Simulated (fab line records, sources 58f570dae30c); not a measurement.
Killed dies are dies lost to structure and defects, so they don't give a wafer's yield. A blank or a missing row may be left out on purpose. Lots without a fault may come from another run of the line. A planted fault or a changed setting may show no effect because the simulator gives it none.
Chamber matching | flow berkeley_cmos170 | UCB170_V1_CMP_02 on cmp-02: 4 sister chambers
The step polishes SiO2. 14 wafers are shown with their chamber, then 7 later ones without.

WAFERS WITH THEIR CHAMBER
wafer  | chamber | motor_current_A (A)
L893.1 | 2       | 12.8
L893.2 | 3       | 16.8
L893.6 | 3       | 16.4
L891.2 | 2       | 13.3
L891.4 | 1       | 19.4
L891.6 | 0       | 15.2
L894.2 | 2       | 12.3
L894.3 | 1       | 20.0
L894.5 | 3       | 15.6
L899.2 | 0       | 16.2
L899.4 | 1       | 20.0
L899.5 | 3       | 14.8
L909.1 | 1       | 20.0
L909.4 | 0       | 15.3

SIGNATURES (means of the wafers above)
reading         | chamber 0 | chamber 1 | chamber 2 | chamber 3 | scatter within a chamber
motor_current_A | 15.567    | 19.850    | 12.800    | 15.900    | 0.611
Rule: a wafer's distance from a chamber is the root of the sum, over the readings, of the square of ((its reading less the chamber's mean) divided by the reading's scatter). The wafer belongs to the nearest chamber; if the next one is less than 2 further off, it can't be placed. The scatter: the root of (the sum of the squares of (reading less its chamber's mean) over the shown wafers, divided by (wafers less chambers)).

WAFERS WITHOUT THEIR CHAMBER
wafer  | motor_current_A (A)
L909.5 | 16.0
L911.1 | 12.9
L911.2 | 20.9
L911.6 | 21.0
L912.1 | 15.4
L912.3 | 13.5
L912.6 | 19.8

WHICH CHAMBER EACH WENT THROUGH
wafer  | from the rows above     | in truth
L909.5 | can't be placed: 3 or 0 | 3
L911.1 | 2                       | 2
L911.2 | 1                       | 1
L911.6 | 1                       | 1
L912.1 | can't be placed: 0 or 3 | 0
L912.3 | 2                       | 2
L912.6 | 1                       | 1
Placed correctly: 5 of 7. Can't be placed from these rows: 2 (the true chamber is among the candidates in 2). Placed wrongly: 0.
